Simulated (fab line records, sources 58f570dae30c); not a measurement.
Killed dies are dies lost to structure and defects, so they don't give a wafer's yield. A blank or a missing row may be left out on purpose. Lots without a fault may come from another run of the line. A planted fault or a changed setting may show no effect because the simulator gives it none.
fab line records | flow berkeley_cmos170
record lots=5 wafers=23
route steps=331 shown NWELL@28 PWELL@39 ACTIVE@71 PFIELD@80 SACOX@98 NVT@111 PLDD@148 PSD@178 NSD@195
start_h: hours from the record's first day to the start of the lot's first wafer shown | wait_h: hours since the lot's step before | " the same as in the row above | L1.1+2: a row that stands for several wafers | - no value, or no start given | * or withheld: withheld | < > ~ a bound
route shown NAME@n: a module of which the file shows steps, and the number in the route of the first | usual: mean/standard deviation of fault-free wafers | same: alike in all rows | chamber/n: place in a boat | sites: the reading at each site | _std_site: their standard deviation | _edge_site: outer sites' mean less inner sites' | radius_mm: how far each site lies from the wafer's centre | mask NAME#n: copy n | behind: the tool/chamber that last shaped the wafer | hold: why the lot was held/for how many hours/how that ended | device: the transistor (n, p or np) that didn't switch | end of line: the same wafers' tests at the end of the route | a step without rows: its recipe alone | killed: dies lost to structure and defects at the first sort, not the wafer's yield | map: a wafer's dies, x killed, . not, _ none there
set.NAME: the setting as run; set.NAME@STEP: as run at that earlier step | model.NAME: the simulator's own value behind a step, which no gauge read
lots whose settings were changed on purpose; a table a step, a row a wafer
## steps
# step UCB170_NWELL_IMPLANT_14
# recipe species=P dose_cm2=1e+13 energy_kev=150 tilt_deg=7
# columns lot.wafer tool chamber start_h wait_h set.energy_kev model.implant.rp_nm model.implant.drp_nm
L074.1+3+4 implanter-02 0 28.87 0.1 155.7 196 64.51
L074.2+5 " 0 " " 150 188.6 62.72
L076.1+2+3+5+6 implanter-02 0 41.78 0.1 150 188.1 62.72
L078.1+2+4 implanter-04 0 52.66 0.1 150 188.9 62.72
L078.3+5 " 0 " " 157.4 198.6 65.03
L079.1+2+5 implanter-02 0 56.39 0.1 152.8 196.1 63.61
L079.3+4 " 0 " " 150 192.4 62.72
L082.2+3+5 implanter-01 0 70.69 0.1 150 186.8 62.72
# step UCB170_PWELL_CVD_05
# recipe material=Si3N4 target_thk_nm=220 temp_c=800 precursor=SiH2Cl2/NH3 time_s=3300 pressure_mtorr=200 sih2cl2_flow_sccm=25 nh3_flow_sccm=75
# columns lot.wafer tool chamber start_h wait_h set.temp_c model.Si3N4_of_PWELL_CVD_05.thk_nm
L074.1+5 - - - 0.0 800 221.5
L074.2 " - " " 800 222.3
L074.3 " - " " 800 222.7
L074.4 " - " " 800 221.7
L076.1 - - - 0.0 806.4 250.5
L076.2 " - " " 806.4 250.8
L076.3 " - " " 806.4 251.7
L076.5 " - " " 806.4 251.2
L076.6 " - " " 806.4 250.1
L078.1 - - - 1.5 800 223.7
L078.2 " - " " 800 223.3
L078.3 " - " " 800 222.5
L078.4 " - " " 800 222.9
L078.5 " - " " 800 220
L079.1 - - - 0.0 800 220.1
L079.2 " - " " 800 221.4
L079.3 " - " " 800 219.9
L079.4 " - " " 800 221.5
L079.5 " - " " 800 221.1
L082.2 lpcvd-02 0 85.46 0.0 800 221.9
L082.3 " 0 " " 800 220.2
L082.5 " 0 " " 800 222.1
# step UCB170_PWELL_THK_MEAS_06
# recipe reads=Si3N4_of_PWELL_CVD_05
# usual PWELL_NITRIDE_THK=221.6/1.8
# columns lot.wafer tool chamber start_h wait_h set.temp_c@PWELL_CVD_05 PWELL_NITRIDE_THK[nm]
L074.1 film_metro-03 - - - 800 221.3
L074.2 " - " " 800 222.2
L074.3 " - " " 800 222.6
L074.4 " - " " 800 221.5
L074.5 " - " " 800 221.2
L076.1 film_metro-02 - - - 806.4 250.5
L076.2 " - " " 806.4 250.4
L076.3 " - " " 806.4 251.8
L076.5 " - " " 806.4 251.3
L076.6 " - " " 806.4 250.3
L078.1 film_metro-03 - - - 800 223.7
L078.2 " - " " 800 223.3
L078.3 " - " " 800 222.5
L078.4 " - " " 800 222.9
L078.5 " - " " 800 220.1
L079.1 film_metro-02 - - - 800 220.2
L079.2 " - " " 800 221.4
L079.3 " - " " 800 220.0
L079.4 " - " " 800 221.4
L079.5 " - " " 800 221.2
L082.2 film_metro-01 - 87.39 0.0 800 221.9
L082.3 " - " " 800 220.0
L082.5 " - " " 800 222.1
# step UCB170_PWELL_ETCH_14
# recipe chemistry=CH3F/Ar/O2 target=Si3N4 stop_on=SiO2 CH3F_flow_sccm=20 Ar_flow_sccm=50 O2_flow_sccm=7 pressure_mtorr=50 rf_w=450 target_depth_a=2420 over_etch_frac=0.1 time_s=151
# columns lot.wafer tool chamber start_h wait_h set.rf_w set.temp_c@PWELL_CVD_05 model.etch.depth_nm
L074.1+5 rie_diel-01 3,2 47.78 0.0 450 800 221.5
L074.2 " 1 " " 450 800 222.3
L074.3 " 2 " " 450 800 222.7
L074.4 " 3 " " 450 800 221.7
L076.1 rie_diel-03 1 57.62 0.0 426.8 806.4 237.6
L076.2 " 0 " " 426.8 806.4 238.9
L076.3 " 2 " " 450 806.4 240.5
L076.5 " 2 " " 450 806.4 239.2
L076.6 " 3 " " 450 806.4 241.2
L078.1 rie_diel-01 3 67.92 0.0 450 800 223.7
L078.2 " 1 " " 450 800 223.3
L078.3 " 2 " " 450 800 222.5
L078.4 " 0 " " 450 800 222.9
L078.5 " 3 " " 450 800 220
L079.1 rie_diel-04 0 70.20 0.0 450 800 220.1
L079.2 " 3 " " 469 800 221.4
L079.3 " 2 " " 469 800 219.9
L079.4 " 1 " " 450 800 221.5
L079.5 " 1 " " 469 800 221.1
L082.2 rie_diel-01 1 88.32 0.0 450 800 221.9
L082.3 " 2 " " 450 800 220.2
L082.5 " 1 " " 450 800 222.1
# step UCB170_ACTIVE_PEB_11
# recipe peb_temp_c=130 peb_time_s=withheld resist=KrF
# columns lot.wafer tool chamber start_h wait_h set.peb_temp_c
L074.1+5 litho_track-03 0 73.90 0.3 130
L074.2+3+4 " 0 " " 128.9
L076.1+5 litho_track-03 0 85.63 0.4 130
L076.2+3+6 " 0 " " 131.7
L079.1+4+5 litho_track-02 0 95.40 0.2 128.2
L079.2+3 " 0 " " 130
L078.1+5 litho_track-02 0 95.67 0.2 133.7
L078.2+3+4 " 0 " " 130
L082.2+3+5 litho_track-02 0 119.54 0.1 130
# step UCB170_ACTIVE_DEVELOP_12
# recipe developer=TMAH develop_time_s=45 resist=KrF dev_temp_c=21
# step UCB170_ACTIVE_CD_MEAS_13
# recipe target_cd_nm=1200
# usual cd_nm=1200.2/1
# columns lot.wafer tool chamber start_h wait_h set.peb_temp_c@ACTIVE_PEB_11 cd_nm
L074.1 cd_sem-01 - 74.18 - 130 1198.8
L074.2 " - " " 128.9 1207.0
L074.3 " - " " 128.9 1206.1
L074.4 " - " " 128.9 1206.0
L074.5 " - " " 130 1198.8
L076.1 cd_sem-02 - 85.91 - 130 1201.4
L076.2 " - " " 131.7 1189.3
L076.3 " - " " 131.7 1188.9
L076.5 " - " " 130 1199.6
L076.6 " - " " 131.7 1190.2
L079.1 cd_sem-02 - 95.67 - 128.2 1212.4
L079.2 " - " " 130 1200.0
L079.3 " - " " 130 1198.0
L079.4 " - " " 128.2 1211.3
L079.5 " - " " 128.2 1211.7
L078.1 cd_sem-02 - 95.95 - 133.7 1178.8
L078.2 " - " " 130 1201.3
L078.3 " - " " 130 1200.2
L078.4 " - " " 130 1200.5
L078.5 " - " " 133.7 1179.1
L082.2 cd_sem-02 - 119.81 - 130 1201.4
L082.3 " - " " 130 1201.6
L082.5 " - " " 130 1202.2
# step UCB170_ACTIVE_ETCH_15
# recipe chemistry=CH3F/Ar/O2 target=Si3N4 stop_on=SiO2 CH3F_flow_sccm=20 Ar_flow_sccm=50 O2_flow_sccm=7 pressure_mtorr=50 rf_w=450 target_depth_a=2420 over_etch_frac=0.1 time_s=145.6
# columns lot.wafer tool chamber start_h wait_h set.peb_temp_c@ACTIVE_PEB_11 model.ACTIVE.cd_nm
L074.1+5 rie_diel-01 2,1 74.34 0.0 130 1199
L074.2 " 3 " " 128.9 -
L074.3+4 " 1,0 " " 128.9 1206
L076.1 rie_diel-02 3 86.06 0.0 130 1201
L076.2+3 " 2,1 " " 131.7 1189
L076.5 " 3 " " 130 1200
L076.6 " 0 " " 131.7 1190
L079.1 rie_diel-04 2 95.83 0.0 128.2 1213
L079.2 " 3 " " 130 1200
L079.3 " 0 " " 130 1198
L079.4 " 1 " " 128.2 1211
L079.5 " 1 " " 128.2 1212
L078.1+5 rie_diel-01 1,2 96.10 0.0 133.7 1179
L078.2 " 3 " " 130 1202
L078.3 " 2 " " 130 1200
L078.4 " 0 " " 130 1201
L082.2+3+5 rie_diel-02 3,0,3 119.94 0.0 130 1202
# step UCB170_ACTIVE_STRIP_16
# recipe chemistry=O2 power_w=400 pressure_mtorr=3500 platen_temp_c=withheld o2_flow_sccm=400 overash_fraction=0.5
# step UCB170_ACTIVE_CD_MEAS_90
# recipe target_cd_nm=1200
# usual cd_nm=1200.3/1
# columns lot.wafer tool chamber start_h wait_h set.peb_temp_c@ACTIVE_PEB_11 cd_nm
L074.1 cd_sem-01 - 74.54 0.1 130 1199.0
L074.2 " - " " 128.9 1206.5
L074.3 " - " " 128.9 1206.2
L074.4 " - " " 128.9 1205.7
L074.5 " - " " 130 1198.7
L076.1 cd_sem-01 - 86.26 0.1 130 1201.2
L076.2 " - " " 131.7 1189.1
L076.3 " - " " 131.7 1189.5
L076.5 " - " " 130 1199.5
L076.6 " - " " 131.7 1190.3
L079.1 cd_sem-02 - 96.07 0.1 128.2 1212.8
L079.2 " - " " 130 1200.0
L079.3 " - " " 130 1198.2
L079.4 " - " " 128.2 1211.5
L079.5 " - " " 128.2 1211.6
L078.1 cd_sem-01 - 96.30 0.1 133.7 1178.8
L078.2 " - " " 130 1201.8
L078.3 " - " " 130 1199.9
L078.4 " - " " 130 1200.3
L078.5 " - " " 133.7 1179.4
L082.2 cd_sem-01 - 120.16 0.1 130 1202.1
L082.3 " - " " 130 1201.7
L082.5 " - " " 130 1201.5
# step UCB170_PFIELD_COAT_01
# recipe resist=KrF spin_rpm=1500 resist_thk_nm=900
# columns lot.wafer tool chamber start_h wait_h set.spin_rpm model.KrF_of_PFIELD_COAT_01.thk_nm
L074.1 litho_track-04 0 75.22 0.1 1389 936.8
L074.2 " 0 " " 1500 900.8
L074.3 " 0 " " 1389 936.6
L074.4 " 0 " " 1500 903.2
L074.5 " 0 " " 1500 900.5
L076.1 litho_track-04 0 86.90 0.1 1500 904.2
L076.2 " 0 " " 1420 927.4
L076.3 " 0 " " 1500 903.8
L076.5 " 0 " " 1420 926.8
L076.6 " 0 " " 1420 931.9
L079.1 litho_track-04 0 96.69 0.1 1500 896.9
L079.2 " 0 " " 1500 899
L079.3 " 0 " " 1500 898.5
L079.4 " 0 " " 1500 899.7
L079.5 " 0 " " 1500 895.8
L078.1 litho_track-01 0 96.81 0.1 1500 901
L078.2 " 0 " " 1500 903.6
L078.3 " 0 " " 1531 891.8
L078.4 " 0 " " 1531 891.6
L078.5 " 0 " " 1500 902.6
L082.2 litho_track-02 0 120.61 0.1 1500 900
L082.3 " 0 " " 1500 904.2
L082.5 " 0 " " 1500 903.4
# step UCB170_PFIELD_SOFTBAKE_02
# recipe resist=KrF temp_c=130 time_s=60
# step UCB170_PFIELD_EXPOSE_03
# recipe mask_id=PFIELD na=0.5 sigma_outer=0.6 source_shape=conventional target_cd_nm=1500 dose_mj=30
# step UCB170_PFIELD_IMPLANT_07
# recipe species=B dose_cm2=2e+13 energy_kev=79.36 tilt_deg=7
# step UCB170_PFIELD_STRIP_08
# recipe chemistry=O2 power_w=400 pressure_mtorr=3500 platen_temp_c=withheld o2_flow_sccm=400 overash_fraction=0.5
# usual strip_time_to_endpoint_s=21.64/0.066
# columns lot.wafer tool chamber start_h wait_h set.spin_rpm@PFIELD_COAT_01 strip_time_to_endpoint_s
L074.1 plasma_asher-02 1 76.39 0.1 1389 22.50
L074.2 " 0 " " 1500 21.65
L074.3 " 1 " " 1389 22.51
L074.4 " 0 " " 1500 21.70
L074.5 " 1 " " 1500 21.64
L076.1 plasma_asher-02 0 87.78 0.1 1500 21.71
L076.2 " 1 " " 1420 22.29
L076.3 " 0 " " 1500 21.72
L076.5 " 1 " " 1420 22.27
L076.6 " 0 " " 1420 22.38
L079.1 plasma_asher-01 0 97.69 0.1 1500 21.56
L079.2 " 1 " " 1500 21.59
L079.3 " 1 " " 1500 21.58
L079.4 " 0 " " 1500 21.63
L079.5 " 0 " " 1500 21.52
L078.1 plasma_asher-04 1 97.96 0.1 1500 21.66
L078.2 " 0 " " 1500 21.71
L078.3 " 1 " " 1531 21.44
L078.4 " 0 " " 1531 21.43
L078.5 " 1 " " 1500 21.69
L082.2 plasma_asher-01 0 121.47 0.1 1500 21.63
L082.3 " 1 " " 1500 21.72
L082.5 " 0 " " 1500 21.70
# step UCB170_SACOX_OXIDATION_01
# recipe temp_c=900 ambient=O2 target_thk_a=144 ox_time_s=2400
# columns lot.wafer tool chamber start_h wait_h set.ox_time_s model.SiO2_of_SACOX_OXIDATION_01.thk_nm
L074.1 - - - 3.5 2108 13.17
L074.2 " - " " 2108 13.07
L074.3 " - " " 2108 12.84
L074.4 " - " " 2108 13.08
L074.5 " - " " 2108 12.88
L076.1 - - - 5.3 2400 14.24
L076.2 " - " " 2400 14.59
L076.3 " - " " 2400 14.56
L076.5 " - " " 2400 14.61
L076.6 " - " " 2400 14.83
L078.1 - - - 4.4 2684 15.43
L078.2 " - " " 2684 15.46
L078.3 " - " " 2684 15.55
L078.4 " - " " 2684 15.3
L078.5 " - " " 2684 15.42
L079.1+3 - - - 4.4 2616 15.44
L079.2 " - " " 2616 15.48
L079.4 " - " " 2616 15.43
L079.5 " - " " 2616 15.52
L082.2 furnace-01 0 139.21 3.0 2400 14.85
L082.3 " 0 " " 2400 14.54
L082.5 " 0 " " 2400 14.67
# step UCB170_SACOX_THK_MEAS_02
# recipe reads=SiO2_of_SACOX_OXIDATION_01
# usual SACOX_OXIDE_THK=14.46/0.19
# columns lot.wafer tool chamber start_h wait_h set.ox_time_s@SACOX_OXIDATION_01 SACOX_OXIDE_THK[nm]
L074.1 film_metro-03 - - - 2108 13.14
L074.2 " - " " 2108 13.15
L074.3 " - " " 2108 12.85
L074.4 " - " " 2108 13.07
L074.5 " - " " 2108 12.88
L076.1 film_metro-04 - - - 2400 14.21
L076.2 " - " " 2400 14.62
L076.3 " - " " 2400 14.56
L076.5 " - " " 2400 14.66
L076.6 " - " " 2400 14.85
L078.1 film_metro-03 - - - 2684 15.43
L078.2 " - " " 2684 15.49
L078.3 " - " " 2684 15.50
L078.4 " - " " 2684 15.31
L078.5 " - " " 2684 15.44
L079.1 film_metro-03 - - - 2616 15.43
L079.2 " - " " 2616 15.48
L079.3 " - " " 2616 15.43
L079.4 " - " " 2616 15.42
L079.5 " - " " 2616 15.53
L082.2 film_metro-04 - 140.89 0.0 2400 14.84
L082.3 " - " " 2400 14.53
L082.5 " - " " 2400 14.78
# step UCB170_NVT_IMPLANT_07
# recipe species=BF2 dose_cm2=3e+12 energy_kev=50 tilt_deg=7
# columns lot.wafer tool chamber start_h wait_h set.energy_kev model.implant.rp_nm model.implant.drp_nm
L074.1+2+3+4+5 implanter-02 0 107.14 0.0 50 35.71 18.57
L076.1+2+3+5+6 implanter-04 0 124.14 0.0 50 36.63 18.57
L079.1+3+5 implanter-03 0 128.52 0.0 50 36.88 18.57
L079.2+4 " 0 " " 51.41 37.91 18.95
L078.1+2 implanter-02 0 128.79 0.0 50 37.59 18.57
L078.3+4+5 " 0 " " 48.23 36.27 18.1
L082.2+3+5 implanter-03 0 156.80 0.0 50 38.06 18.57
# step UCB170_PLDD_EXPOSE_03
# recipe mask_id=PSELECT na=0.5 sigma_outer=0.6 source_shape=conventional target_cd_nm=1200 dose_mj=30
# columns lot.wafer tool chamber start_h wait_h mask set.dose_mj
L074.1+5 krf_scanner-01 0 125.35 0.3 PSELECT#0 30
L074.2+3+4 " 0 " " PSELECT#0 28.93
L076.1+2+3+5+6 krf_scanner-01 0 139.35 0.1 PSELECT#0 30
L079.1+3+4 krf_scanner-02 0 147.93 0.1 PSELECT#0 28.72
L079.2+5 " 0 " " PSELECT#0 30
L078.1+2+3+4+5 krf_scanner-01 0 148.24 0.2 PSELECT#0 30
L082.2+3+5 krf_scanner-01 0 177.04 0.1 PSELECT#0 30
# step UCB170_PLDD_PEB_04
# recipe peb_temp_c=130 peb_time_s=withheld resist=KrF
# step UCB170_PLDD_DEVELOP_05
# recipe developer=TMAH develop_time_s=45 resist=KrF dev_temp_c=21
# step UCB170_PLDD_CD_MEAS_06
# recipe target_cd_nm=1200
# usual cd_nm=1200.1/1.3
# columns lot.wafer tool chamber start_h wait_h set.dose_mj@PLDD_EXPOSE_03 cd_nm
L074.1 cd_sem-01 - 125.99 - 30 1200.4
L074.2 " - " " 28.93 1193.8
L074.3 " - " " 28.93 1193.1
L074.4 " - " " 28.93 1195.4
L074.5 " - " " 30 1199.9
L076.1 cd_sem-02 - 139.74 - 30 1200.8
L076.2 " - " " 30 1199.9
L076.3 " - " " 30 1201.4
L076.5 " - " " 30 1201.0
L076.6 " - " " 30 1200.4
L079.1 cd_sem-02 - 148.66 - 28.72 1192.4
L079.2 " - " " 30 1200.3
L079.3 " - " " 28.72 1192.4
L079.4 " - " " 28.72 1193.0
L079.5 " - " " 30 1201.1
L078.1 cd_sem-01 - 148.84 - 30 1199.2
L078.2 " - " " 30 1199.7
L078.3 " - " " 30 1199.8
L078.4 " - " " 30 1198.0
L078.5 " - " " 30 1200.0
L082.2 cd_sem-02 - 177.44 - 30 1200.4
L082.3 " - " " 30 1200.3
L082.5 " - " " 30 1201.5
# step UCB170_PSD_EXPOSE_03
# recipe mask_id=PSELECT_MOD na=0.5 sigma_outer=0.6 source_shape=conventional target_cd_nm=1200 dose_mj=30
# columns lot.wafer tool chamber start_h wait_h mask set.dose_mj
L074.1+3 krf_scanner-01 0 135.12 0.1 PSELECT_MOD#0 29.1
L074.2+4+5 " 0 " " PSELECT_MOD#0 30
L076.1+2+3 krf_scanner-01 0 147.76 0.1 PSELECT_MOD#0 32.02
L076.5+6 " 0 " " PSELECT_MOD#0 30
L078.1+3+5 krf_scanner-01 0 158.28 0.3 PSELECT_MOD#0 30
L078.2+4 " 0 " " PSELECT_MOD#0 28.21
L079.1+2+3+4+5 krf_scanner-02 0 158.53 0.5 PSELECT_MOD#0 30
L082.2+3+5 krf_scanner-02 0 186.33 0.2 PSELECT_MOD#0 30
# step UCB170_PSD_PEB_04
# recipe peb_temp_c=130 peb_time_s=withheld resist=KrF
# step UCB170_PSD_DEVELOP_05
# recipe developer=TMAH develop_time_s=45 resist=KrF dev_temp_c=21
# step UCB170_PSD_CD_MEAS_06
# recipe target_cd_nm=1200
# usual cd_nm=1200.1/1.5
# columns lot.wafer tool chamber start_h wait_h set.dose_mj@PSD_EXPOSE_03 cd_nm
L074.1 cd_sem-02 - 135.54 - 29.1 1196.0
L074.2 " - " " 30 1201.7
L074.3 " - " " 29.1 1196.7
L074.4 " - " " 30 1200.0
L074.5 " - " " 30 1202.2
L076.1 cd_sem-01 - 148.43 - 32.02 1212.9
L076.2 " - " " 32.02 1212.4
L076.3 " - " " 32.02 1213.0
L076.5 " - " " 30 1199.8
L076.6 " - " " 30 1200.7
L078.1 cd_sem-01 - 158.71 - 30 1199.0
L078.2 " - " " 28.21 1187.1
L078.3 " - " " 30 1198.0
L078.4 " - " " 28.21 1188.0
L078.5 " - " " 30 1200.9
L079.1 cd_sem-02 - 158.92 - 30 1199.2
L079.2 " - " " 30 1198.7
L079.3 " - " " 30 1199.2
L079.4 " - " " 30 1200.4
L079.5 " - " " 30 1199.9
L082.2 cd_sem-02 - 186.72 - 30 1197.4
L082.3 " - " " 30 1198.1
L082.5 " - " " 30 1198.0
# step UCB170_NSD_IMPLANT_08
# recipe species=P dose_cm2=3e+15 energy_kev=40 tilt_deg=7
# columns lot.wafer tool chamber start_h wait_h set.dose_cm2
L074.1+2+3+4+5 implanter-01 0 138.15 0.0 3e+15
L076.1+2+3+5+6 implanter-04 0 150.33 0.0 3e+15
L078.1+2+5 implanter-01 0 160.60 0.0 2.892e+15
L078.3+4 " 0 " " 3e+15
L079.1+2+5 implanter-02 0 160.87 0.0 3e+15
L079.3+4 " 0 " " 3.169e+15
L082.2+3+5 implanter-02 0 191.14 0.0 3e+15
# step UCB170_NSD_STRIP_09
# recipe chemistry=O2 power_w=400 pressure_mtorr=3500 platen_temp_c=withheld o2_flow_sccm=400 overash_fraction=0.5
# usual strip_time_to_endpoint_s=35.79/0.068
# columns lot.wafer tool chamber start_h wait_h set.dose_cm2@NSD_IMPLANT_08 strip_time_to_endpoint_s
L074.1 plasma_asher-03 1 138.30 0.1 3e+15 35.84
L074.2 " 0 " " 3e+15 35.75
L074.3 " 1 " " 3e+15 35.76
L074.4 " 0 " " 3e+15 35.77
L074.5 " 1 " " 3e+15 35.74
L076.1 plasma_asher-02 1 150.48 0.1 3e+15 35.87
L076.2 " 0 " " 3e+15 35.91
L076.3 " 1 " " 3e+15 35.87
L076.5 " 1 " " 3e+15 35.88
L076.6 " 0 " " 3e+15 35.85
L078.1 plasma_asher-02 0 160.75 0.1 2.892e+15 35.44
L078.2 " 1 " " 2.892e+15 35.40
L078.3 " 1 " " 3e+15 35.76
L078.4 " 0 " " 3e+15 35.76
L078.5 " 0 " " 2.892e+15 35.47
L079.1 plasma_asher-03 1 161.02 0.1 3e+15 35.76
L079.2 " 0 " " 3e+15 35.84
L079.3 " 0 " " 3.169e+15 36.42
L079.4 " 1 " " 3.169e+15 36.34
L079.5 " 1 " " 3e+15 35.84
L082.2 plasma_asher-03 0 191.26 0.1 3e+15 35.81
L082.3 " 1 " " 3e+15 35.79
L082.5 " 1 " " 3e+15 35.87
## key
split step=UCB170_NWELL_IMPLANT_14 setting=energy_kev stated=150 by=wafer
response step=UCB170_NWELL_IMPLANT_14 reading=model.implant.rp_nm change=+1.97 per=1% r=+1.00
response step=UCB170_NWELL_IMPLANT_14 reading=model.implant.drp_nm change=+0.468 per=1% r=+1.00
split step=UCB170_PWELL_CVD_05 setting=temp_c stated=800 by=lot
response step=UCB170_PWELL_CVD_05 reading=model.Si3N4_of_PWELL_CVD_05.thk_nm change=+36.5 per=1% r=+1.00
response step=UCB170_PWELL_THK_MEAS_06 reading=PWELL_NITRIDE_THK change=+36.5 per=1% r=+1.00
response step=UCB170_PWELL_ETCH_14 reading=model.etch.depth_nm change=+22.2 per=1% r=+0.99
split step=UCB170_PWELL_ETCH_14 setting=rf_w stated=450 by=wafer
response none clear
split step=UCB170_ACTIVE_PEB_11 setting=peb_temp_c stated=130 by=wafer
response step=UCB170_ACTIVE_CD_MEAS_13 reading=cd_nm change=-8.08 per=1% r=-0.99
response step=UCB170_ACTIVE_ETCH_15 reading=model.ACTIVE.cd_nm change=-8.03 per=1% r=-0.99
response step=UCB170_ACTIVE_CD_MEAS_90 reading=cd_nm change=-7.99 per=1% r=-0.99
split step=UCB170_PFIELD_COAT_01 setting=spin_rpm stated=1500 by=wafer
response step=UCB170_PFIELD_COAT_01 reading=model.KrF_of_PFIELD_COAT_01.thk_nm change=-4.74 per=1% r=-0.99
response step=UCB170_PFIELD_STRIP_08 reading=strip_time_to_endpoint_s change=* per=1% r=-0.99
split step=UCB170_SACOX_OXIDATION_01 setting=ox_time_s stated=2400 by=lot
response step=UCB170_SACOX_OXIDATION_01 reading=model.SiO2_of_SACOX_OXIDATION_01.thk_nm change=+0.104 per=1% r=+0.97
response step=UCB170_SACOX_THK_MEAS_02 reading=SACOX_OXIDE_THK change=+0.104 per=1% r=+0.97
split step=UCB170_NVT_IMPLANT_07 setting=energy_kev stated=50 by=wafer
response step=UCB170_NVT_IMPLANT_07 reading=model.implant.rp_nm change=+0.369 per=1% r=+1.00
response step=UCB170_NVT_IMPLANT_07 reading=model.implant.drp_nm change=+0.134 per=1% r=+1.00
split step=UCB170_PLDD_EXPOSE_03 setting=dose_mj stated=30 by=wafer
response step=UCB170_PLDD_CD_MEAS_06 reading=cd_nm change=+1.81 per=1% r=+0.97
split step=UCB170_PSD_EXPOSE_03 setting=dose_mj stated=30 by=wafer
response step=UCB170_PSD_CD_MEAS_06 reading=cd_nm change=+1.88 per=1% r=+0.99
split step=UCB170_NSD_IMPLANT_08 setting=dose_cm2 stated=3e+15 by=wafer
response step=UCB170_NSD_STRIP_09 reading=strip_time_to_endpoint_s change=* per=1% r=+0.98
